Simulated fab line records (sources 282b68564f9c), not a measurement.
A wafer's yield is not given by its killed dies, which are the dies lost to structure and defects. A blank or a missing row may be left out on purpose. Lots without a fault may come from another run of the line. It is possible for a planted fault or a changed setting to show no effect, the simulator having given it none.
fab line records | flow rit-cmos
[record] lots = 14 wafers = 42 last-day = 7
route steps=202 shown NRETRO@62 FOX2@80 PLDD@123 SDANNEAL@153 M1@202
lots that met no fault: from a run of the same line without faults
start-h: hours from the record's first day to the start of the lot's first wafer shown | wait-h: how many hours have passed since the lot's step before this one | " as in the row above | L1.1+2: one row covering several wafers at once | - either no value or no given start | * or withheld: withheld | < > ~ a bound
route shown NAME@n: NAME is a module with steps in the file, n the number in the route of the first one | usual: mean/standard deviation of fault-free wafers | same: alike in all rows | chamber/n: place in a boat | sites: per-site readings | _std_site: standard deviation across them | _edge_site: outer sites' mean less inner sites' | radius-mm: for every site, how far away it sits from the centre of the wafer | mask NAME#n: copy n | behind: the most recent tool/chamber to have shaped the wafer | hold: what put the lot on hold/how long, in hours/how the hold closed | device: transistor that didn't switch, given as n, p or np | end of line: the route-end tests of the same wafers | step lacking rows: just its recipe | killed: the dies lost at the first sort to structure and to defects; this is not the yield of the wafer | map: per-die view of a wafer (x killed, . not killed, _ where there is no die)
set.NAME: the setting as run; set.NAME@STEP: as run at that earlier step | model.NAME: the simulator's own value behind a step, which no gauge read
a sample of lots followed through the steps of the route, with each step as a table and each wafer as a row
services: a tool's chamber out of use, with start hour (start-h, from the record's first day; less than 0 if before it), hours out, and reason
[[steps]]
[step RIT_NRETRO_STRIP_09]
[recipe] chemistry = O2 time-s = 180 resist = NOVOLAK platen-temp-c = withheld power-w = 500 pressure-mtorr = 4000 o2-flow-sccm = 4000
[usual] drypump-motor-current-A = 5.5/0.4
// columns lot.wafer tool chamber start-h wait-h drypump-motor-current-A rf-hours-counter-h
L628.1 plasma-asher-04 1 33.69 0.1 5.5 40
L628.3 " 0 " " 5.8 -
L628.5 " 0 " " 5.8 -
L629.1 plasma-asher-03 0 34.89 0.1 4.8 39
L629.2 " 1 " " 5.7 39
L629.4 " 1 " " 5.8 -
L630.2 plasma-asher-04 0 41.07 0.1 5.8 41
L630.3 " 0 " " 5.7 -
L630.5 " 1 " " 5.5 -
L631.1 plasma-asher-01 0 45.80 0.1 4.8 25
L631.4 " 1 " " 5.9 -
L631.6 " 1 " " 5.9 -
L633.1 plasma-asher-04 1 58.00 0.1 5.5 42
L633.2 " 0 " " 5.8 42
L633.5 " 1 " " 5.5 -
L638.2 plasma-asher-04 1 79.72 0.1 5.5 45
L638.4 " 0 " " 5.8 -
L638.6 " 0 " " 5.8 -
L639.3 plasma-asher-03 1 87.06 0.1 5.7 -
L639.5 " 1 " " 5.7 -
L639.6 " 0 " " 4.8 -
L642.3 plasma-asher-01 0 99.64 0.1 4.8 -
L642.4 " 1 " " 5.8 -
L642.6 " 0 " " 4.8 -
L643.1 plasma-asher-01 1 106.09 0.1 5.8 30
L643.2 " 0 " " 4.8 30
L643.6 " 1 " " 5.9 -
L644.2 plasma-asher-01 1 109.38 0.1 5.9 30
L644.3 " 1 " " 5.9 -
L644.5 " 1 " " 5.9 -
L645.3 plasma-asher-03 1 114.19 0.1 5.7 -
L645.4 " 0 " " 4.8 -
L645.5 " 1 " " 5.7 -
L646.1 plasma-asher-01 0 124.61 0.1 4.8 32
L646.2 " 1 " " 5.9 32
L646.3 " 1 " " 5.9 -
L648.2 plasma-asher-04 0 129.83 0.1 5.8 1
L648.3 " 1 " " 5.5 -
L648.5 " 1 " " 5.5 -
L651.2 plasma-asher-04 1 144.70 0.1 5.5 3
L651.4 " 0 " " 5.8 -
L651.6 " 1 " " 5.5 -
[step RIT_FOX2_THK_MEAS_91]
[recipe] reads = SiO2_of_FOX2_OXIDATION_00
[usual] FIELD_OXIDE_LEFT_2_THK = 247/6.2
// columns lot.wafer tool chamber start-h wait-h FIELD_OXIDE_LEFT_2_THK[nm]
L628.1 film-metro-04 - 36.01 0.0 243
L628.3 " - " " 236
L628.5 " - " " 242
L629.1 film-metro-03 - 37.22 0.0 245
L629.2 " - " " 246
L629.4 " - " " 242
L630.2 film-metro-04 - 43.41 0.0 249
L630.3 " - " " 251
L630.5 " - " " 250
L631.1 film-metro-04 - 48.00 0.0 247
L631.4 " - " " 245
L631.6 " - " " 246
L633.1 film-metro-04 - 60.20 0.0 249
L633.2 " - " " 247
L633.5 " - " " 249
L638.2 film-metro-04 - 81.99 0.0 250
L638.4 " - " " 251
L638.6 " - " " 250
L639.3 film-metro-02 - 89.60 0.0 249
L639.5 " - " " 243
L639.6 " - " " 246
L642.3 film-metro-03 - 102.00 0.0 260
L642.4 " - " " 249
L642.6 " - " " 252
L643.1 film-metro-04 - 108.70 0.0 254
L643.2 " - " " 251
L643.6 " - " " 250
L644.2 film-metro-03 - 111.73 0.0 243
L644.3 " - " " 242
L644.5 " - " " 242
L645.3 film-metro-03 - 116.46 0.0 258
L645.4 " - " " 259
L645.5 " - " " 258
L646.1 film-metro-04 - 126.94 0.0 248
L646.2 " - " " 241
L646.3 " - " " 249
L648.2 film-metro-03 - 132.08 0.0 251
L648.3 " - " " 250
L648.5 " - " " 251
L651.2 film-metro-03 - 147.00 0.0 247
L651.4 " - " " 237
L651.6 " - " " 245
[step RIT_PLDD_STRIP_09]
[recipe] chemistry = O2 time-s = 180 resist = NOVOLAK platen-temp-c = withheld power-w = 500 pressure-mtorr = 4000 o2-flow-sccm = 4000
[usual] drypump-motor-current-A = 5.4/0.46
// columns lot.wafer tool chamber start-h wait-h drypump-motor-current-A rf-hours-counter-h
L628.1 plasma-asher-01 0 47.27 0.1 4.8 25
L628.3 " 0 " " 4.8 -
L628.5 " 0 " " 4.8 -
L629.1 plasma-asher-03 0 48.64 0.1 4.8 41
L629.2 " 1 " " 5.7 41
L629.4 " 1 " " 5.7 -
L630.2 plasma-asher-01 1 58.40 0.1 5.9 27
L630.3 " 1 " " 5.9 -
L630.5 " 0 " " 4.8 -
L631.1 plasma-asher-01 1 60.02 0.1 5.8 27
L631.4 " 0 " " 4.8 -
L631.6 " 1 " " 5.9 -
L633.1 plasma-asher-04 1 71.75 0.1 5.5 44
L633.2 " 0 " " 5.8 44
L633.5 " 0 " " 5.8 -
L638.2 plasma-asher-01 1 92.77 0.1 5.9 29
L638.4 " 0 " " 4.8 -
L638.6 " 0 " " 4.8 -
L639.3 plasma-asher-03 0 100.37 0.1 4.8 -
L639.5 " 0 " " 4.8 -
L639.6 " 1 " " 5.7 -
L642.3 plasma-asher-01 0 115.40 0.1 4.8 -
L642.4 " 1 " " 5.9 -
L642.6 " 0 " " 4.8 -
L643.1 plasma-asher-04 1 119.04 0.1 5.5 0
L643.2 " 0 " " 5.8 0
L643.6 " 0 " " 5.8 -
L644.2 plasma-asher-01 1 122.67 0.1 5.9 32
L644.3 " 1 " " 5.9 -
L644.5 " 0 " " 4.8 -
L645.3 plasma-asher-03 1 127.44 0.1 5.7 -
L645.4 " 0 " " 4.8 -
L645.5 " 1 " " 5.7 -
L646.1 plasma-asher-01 0 138.87 0.1 4.8 34
L646.2 " 1 " " 5.9 34
L646.3 " 0 " " 4.8 -
L648.2 plasma-asher-04 1 142.66 0.1 5.5 3
L648.3 " 1 " " 5.5 -
L648.5 " 0 " " 5.8 -
L651.2 plasma-asher-03 0 158.79 0.1 4.8 54
L651.4 " 0 " " 4.8 -
L651.6 " 0 " " 4.8 -
[step RIT_SDANNEAL_CLEAN_00]
[recipe] chemistry = SC1 mix = 3:3:50 time-s = 572.4 temp-c = 75
[usual] bath-guard-temp-C = 75.0/0.49 temp-c = 75.01/0.11
// columns lot.wafer tool chamber start-h wait-h bath-guard-temp-C temp-c
L628.1 wet-bench-02 3 52.84 0.1 74.7 74.88
L628.3 " 3 " " 74.7 75.00
L628.5 " 3 " " 74.6 74.92
L629.1 wet-bench-02 1 54.88 0.1 75.0 75.28
L629.2 " 1 " " 75.7 75.27
L629.4 " 1 " " 75.4 75.13
L630.2 wet-bench-02 0 64.22 0.0 75.6 74.93
L630.3 " 0 " " 75.4 74.94
L630.5 " 0 " " 75.9 75.06
L631.1 wet-bench-03 1 65.76 0.1 74.6 75.04
L631.4 " 1 " " 74.4 74.90
L631.6 " 1 " " 74.7 74.96
L633.1 wet-bench-02 0 77.57 0.1 78.8 78.47
L633.2 " 0 " " 78.6 78.53
L633.5 " 0 " " 78.6 78.28
L638.2 wet-bench-03 0 98.52 0.0 75.0 74.89
L638.4 " 0 " " 75.1 74.91
L638.6 " 0 " " 75.4 74.88
L639.3 wet-bench-02 2 107.86 0.0 78.6 78.26
L639.5 " 2 " " 78.8 78.24
L639.6 " 2 " " 78.7 78.15
L642.3 wet-bench-01 2 121.36 0.0 73.9 74.99
L642.4 " 2 " " 73.8 75.07
L642.6 " 2 " " 73.7 74.97
L643.1 wet-bench-03 3 124.61 0.1 75.0 74.90
L643.2 " 3 " " 75.0 74.98
L643.6 " 3 " " 75.4 74.98
L644.2 wet-bench-03 2 128.47 0.0 74.8 74.97
L644.3 " 2 " " 75.2 74.94
L644.5 " 2 " " 75.2 75.07
L645.3 wet-bench-03 0 132.97 0.0 75.7 74.86
L645.4 " 0 " " 75.2 75.09
L645.5 " 0 " " 75.3 74.89
L646.1 wet-bench-03 0 144.69 0.1 75.3 75.06
L646.2 " 0 " " 75.0 75.09
L646.3 " 0 " " 75.4 75.17
L648.2 wet-bench-03 3 148.36 0.0 75.1 74.74
L648.3 " 3 " " 75.0 74.92
L648.5 " 3 " " 74.9 74.78
L651.2 wet-bench-01 3 165.29 0.0 75.9 74.93
L651.4 " 3 " " 75.8 74.88
L651.6 " 3 " " 75.8 75.00
[step RIT_M1_PROBE_99]
[usual] killed-at-contacts = 0.1/0.31 killed-at-front-end = 7/3.2 killed-dies = 7/3.2 killed-open = 3.6/2.1 killed-short = 3.5/2.1
[same] gross-dies = 264 killed_at_M0_to_M3 = 0 killed_at_M4_up = 0 killed-at-back-side = 0 killed-at-other = 0
// columns lot.wafer tool chamber start-h wait-h killed-at-contacts killed-at-front-end killed-dies killed-open killed-short
L628.1 prober-01 - 60.95 0.1 0 6 6 3 3
L628.3 prober-01 - 61.05 0.2 0 2 2 0 2
L628.5 prober-01 - 61.15 0.2 0 5 5 3 2
L629.1 prober-02 - 63.67 0.1 0 1 1 0 1
L629.2 prober-02 - 63.72 0.1 0 6 6 2 4
L629.4 prober-02 - 63.82 0.2 0 4 4 3 1
L631.1 prober-02 - 73.67 0.1 0 2 2 2 0
L631.4 prober-02 - 73.82 0.2 1 6 7 2 5
L631.6 prober-02 - 73.92 0.2 0 5 5 1 4
L630.2 prober-01 - 73.72 0.1 0 14 14 3 9
L630.3 prober-01 - 73.77 0.2 0 12 12 8 4
L630.5 prober-01 - 73.87 0.2 0 11 11 6 4
L633.1 prober-01 - 85.74 0.1 0 6 6 3 3
L633.2 prober-01 - 85.79 0.1 0 7 7 4 3
L633.5 prober-01 - 85.94 0.2 0 5 5 3 2
L638.2 prober-02 - 106.77 0.1 0 15 15 10 5
L638.4 prober-02 - 106.87 0.2 1 7 8 0 8
L638.6 prober-02 - 106.97 0.2 0 12 12 8 4
L639.3 prober-01 - 115.79 0.2 0 6 6 3 3
L639.5 prober-01 - 115.89 0.2 0 6 6 5 1
L639.6 prober-01 - 115.94 0.2 0 4 4 2 2
L642.3 prober-02 - 129.80 0.2 0 6 6 4 2
L642.4 prober-02 - 129.85 0.2 0 13 13 6 7
L642.6 prober-02 - 129.95 0.2 0 5 5 4 1
L643.1 prober-01 - 132.82 0.1 0 3 3 1 2
L643.2 prober-01 - 132.87 0.1 0 8 8 4 4
L643.6 prober-01 - 133.07 0.2 0 7 7 5 2
L644.2 prober-02 - 137.96 0.1 0 7 7 3 4
L644.3 prober-02 - 138.01 0.2 0 4 4 2 2
L644.5 prober-02 - 138.11 0.2 0 3 3 2 1
L645.3 prober-01 - 140.92 0.2 0 6 6 4 2
L645.4 prober-01 - 140.97 0.2 0 6 6 5 1
L645.5 prober-01 - 141.02 0.2 0 7 7 3 4
L646.1 prober-02 - 153.58 0.1 0 5 5 1 4
L646.2 prober-02 - 153.63 0.1 0 8 8 3 5
L646.3 prober-02 - 153.68 0.2 0 9 9 4 5
L648.2 prober-02 - 156.44 0.1 0 2 2 0 2
L648.3 prober-02 - 156.49 0.2 0 6 6 2 4
L648.5 prober-02 - 156.59 0.2 0 10 10 1 9
L651.2 prober-01 - 173.05 0.1 1 8 9 6 3
L651.4 prober-01 - 173.15 0.2 0 12 12 8 4
L651.6 prober-01 - 173.25 0.2 0 10 10 4 5
// killed by level:class
L628.1 SILICIDE:geometric-particle:open=2 FOX2:geometric-particle:short=1 GATE:geometric-particle:short=1 SPACER:geometric-particle:open=1 SPACER:geometric-particle:short=1
L628.3 FOX1:geometric-particle:short=2
L628.5 SPACER:geometric-particle:short=2 GATE:geometric-particle:open=1 REOX:geometric-particle:open=1 SILICIDE:geometric-particle:open=1
L629.1 SILICIDE:geometric-particle:short=1
L629.2 GATE:geometric-particle:short=3 FOX1:geometric-particle:short=1 FOX2:geometric-particle:open=1 SILICIDE:geometric-particle:open=1
L629.4 FOX2:geometric-particle:open=1 GATE:geometric-particle:open=1 GATE:geometric-particle:short=1 REOX:geometric-particle:open=1
L631.1 GATE:geometric-particle:open=1 SPACER:geometric-particle:open=1
L630.2 GATE:geometric-particle:short=3 FOX1:geometric-particle:short=2 FOX2:geometric-particle:open=2 FOX2:geometric-particle:short=2 REOX:geometric-particle:short=2 PLDD:coat-microbubble-printed=2 GATE:geometric-particle:open=1
L630.3 GATE:geometric-particle:open=6 GATE:geometric-particle:short=2 FOX1:geometric-particle:open=1 FOX2:geometric-particle:open=1 SPACER:geometric-particle:short=1 SILICIDE:geometric-particle:short=1
L631.4 FOX1:geometric-particle:open=1 FOX1:geometric-particle:short=1 GATE:geometric-particle:short=1 REOX:geometric-particle:open=1 SPACER:geometric-particle:short=1 SILICIDE:geometric-particle:short=1 CONTACT:geometric-particle:short=1
L630.5 GATE:geometric-particle:open=4 REOX:geometric-particle:short=2 SILICIDE:geometric-particle:open=2 FOX1:geometric-particle:short=1 FOX2:geometric-particle:short=1 PLDD:coat-microbubble-printed=1
L631.6 GATE:geometric-particle:short=2 FOX1:geometric-particle:open=1 SILICIDE:geometric-particle:short=1 SPACER:geometric-particle:short=1
L633.1 GATE:geometric-particle:open=2 REOX:geometric-particle:short=1 SPACER:geometric-particle:short=1 SILICIDE:geometric-particle:open=1 SILICIDE:geometric-particle:short=1
L633.2 GATE:geometric-particle:open=2 SPACER:geometric-particle:open=2 GATE:geometric-particle:short=1 REOX:geometric-particle:short=1 SPACER:geometric-particle:short=1
L633.5 FOX1:geometric-particle:open=1 FOX2:geometric-particle:open=1 GATE:geometric-particle:open=1 GATE:geometric-particle:short=1 SPACER:geometric-particle:short=1
L638.2 GATE:geometric-particle:open=6 GATE:geometric-particle:short=5 REOX:geometric-particle:open=2 FOX1:geometric-particle:open=1 SILICIDE:geometric-particle:open=1
L638.4 REOX:geometric-particle:short=3 FOX1:geometric-particle:short=2 SILICIDE:geometric-particle:short=2 CONTACT:geometric-particle:short=1
L638.6 GATE:geometric-particle:open=2 REOX:geometric-particle:open=2 SPACER:geometric-particle:short=2 SPACER:geometric-particle:open=2 FOX1:geometric-particle:open=1 FOX1:geometric-particle:short=1 REOX:geometric-particle:short=1 SILICIDE:geometric-particle:open=1
L639.3 FOX1:geometric-particle:short=2 FOX1:geometric-particle:open=2 GATE:geometric-particle:short=1 REOX:geometric-particle:open=1
L639.5 GATE:geometric-particle:open=2 REOX:geometric-particle:open=2 GATE:geometric-particle:short=1 SPACER:geometric-particle:open=1
L639.6 FOX1:geometric-particle:open=1 GATE:geometric-particle:open=1 GATE:geometric-particle:short=1 SPACER:geometric-particle:short=1
L642.3 GATE:geometric-particle:open=3 FOX1:geometric-particle:open=1 REOX:geometric-particle:short=1 SILICIDE:geometric-particle:short=1
L642.4 SILICIDE:geometric-particle:open=5 GATE:geometric-particle:short=4 SPACER:geometric-particle:short=2 GATE:geometric-particle:open=1 SILICIDE:geometric-particle:short=1
L642.6 SILICIDE:geometric-particle:open=3 FOX2:geometric-particle:short=1 REOX:geometric-particle:open=1
L643.1 GATE:geometric-particle:short=2 FOX1:geometric-particle:open=1
L643.2 GATE:geometric-particle:open=3 FOX1:geometric-particle:open=1 FOX1:geometric-particle:short=1 FOX2:geometric-particle:short=1 GATE:geometric-particle:short=1 SPACER:geometric-particle:short=1
L643.6 GATE:geometric-particle:open=4 GATE:geometric-particle:short=1 SILICIDE:geometric-particle:open=1 SILICIDE:geometric-particle:short=1
L644.2 GATE:geometric-particle:short=3 GATE:geometric-particle:open=2 REOX:geometric-particle:short=1 REOX:geometric-particle:open=1
L644.3 GATE:geometric-particle:short=2 GATE:geometric-particle:open=1 SPACER:geometric-particle:open=1
L644.5 FOX1:geometric-particle:open=1 GATE:geometric-particle:short=1 SPACER:geometric-particle:open=1
L645.3 GATE:geometric-particle:open=2 FOX1:geometric-particle:open=1 GATE:geometric-particle:short=1 SILICIDE:geometric-particle:short=1 SILICIDE:geometric-particle:open=1
L645.4 GATE:geometric-particle:open=4 FOX1:geometric-particle:short=1 FOX1:geometric-particle:open=1
L645.5 FOX1:geometric-particle:open=2 FOX1:geometric-particle:short=2 FOX2:geometric-particle:short=1 GATE:geometric-particle:short=1 SPACER:geometric-particle:open=1
L646.1 FOX1:geometric-particle:short=1 FOX2:geometric-particle:short=1 REOX:geometric-particle:open=1 REOX:geometric-particle:short=1 SPACER:geometric-particle:short=1
L646.2 GATE:geometric-particle:short=2 GATE:geometric-particle:open=2 REOX:geometric-particle:short=2 REOX:geometric-particle:open=1 SPACER:geometric-particle:short=1
L646.3 GATE:geometric-particle:short=2 REOX:geometric-particle:open=2 FOX1:geometric-particle:open=1 REOX:geometric-particle:short=1 FOX2:geometric-particle:short=1 GATE:geometric-particle:open=1 SILICIDE:geometric-particle:short=1
L648.2 SPACER:geometric-particle:short=2
L648.3 GATE:geometric-particle:short=3 FOX2:geometric-particle:open=1 SPACER:geometric-particle:open=1 SILICIDE:geometric-particle:short=1
L648.5 REOX:geometric-particle:short=3 SPACER:geometric-particle:short=2 FOX1:geometric-particle:short=1 FOX2:geometric-particle:short=1 GATE:geometric-particle:open=1 GATE:geometric-particle:short=1 SILICIDE:geometric-particle:short=1
L651.2 GATE:geometric-particle:open=3 FOX2:geometric-particle:short=1 GATE:geometric-particle:short=1 REOX:geometric-particle:open=1 SPACER:geometric-particle:open=1 SILICIDE:geometric-particle:open=1 CONTACT:geometric-particle:short=1
L651.4 GATE:geometric-particle:open=4 FOX2:geometric-particle:open=3 ACTIVE:geometric-particle:short=1 GATE:geometric-particle:short=1 REOX:geometric-particle:short=1 SPACER:geometric-particle:short=1 SPACER:geometric-particle:open=1
L651.6 GATE:geometric-particle:short=3 SILICIDE:geometric-particle:open=2 GATE:geometric-particle:open=1 REOX:geometric-particle:short=1 SPACER:geometric-particle:open=1 SILICIDE:geometric-particle:short=1 PSD:coat-microbubble-printed=1
[[services]]
// columns tool chamber start-h hours kind
plasma-asher-04 - 54.47 2.2 repair
wet-bench-03 - 56.80 3.3 repair
plasma-asher-01 - 70.32 15.6 pm
plasma-asher-04 - 108.75 9.0 pm
plasma-asher-04 0 108.75 9.0 vent-cycle
plasma-asher-04 1 108.75 9.0 vent-cycle
plasma-asher-04 0 117.75 - clean
plasma-asher-04 1 117.75 - clean
[[key]]
[first-sign] step = RIT_SDANNEAL_CLEAN_00 reading = temp-c direction = up sigmas = 29 usual = * struck = *
[effect] step = RIT_SDANNEAL_CLEAN_00 reading = bath-guard-temp-C direction = up sigmas = 7.6 usual = * struck = *
met-at RIT_SDANNEAL_CLEAN_00
struck-lots L633,L639
tester-left-out L633,L639
not-acting-at RIT_NRETRO_STRIP_09,RIT_FOX2_THK_MEAS_91,RIT_PLDD_STRIP_09
onset-between 64.22 77.57
[fault] kind = process-parameter-drift tool = wet-bench-02 chamber = - onset-h = 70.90 steps = RIT_SDANNEAL_CLEAN_00 channel = temp-c offset = * shape = step end-h = 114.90 acts-in = * stated = *
// tester-left-out: of these lots the tester's yield and bins aren't shown, on N5 and GAA mostly nor the transistor test; their killed dies are dies lost to structure and defects alone, not to doping, threshold or leakage, so they don't give the yield
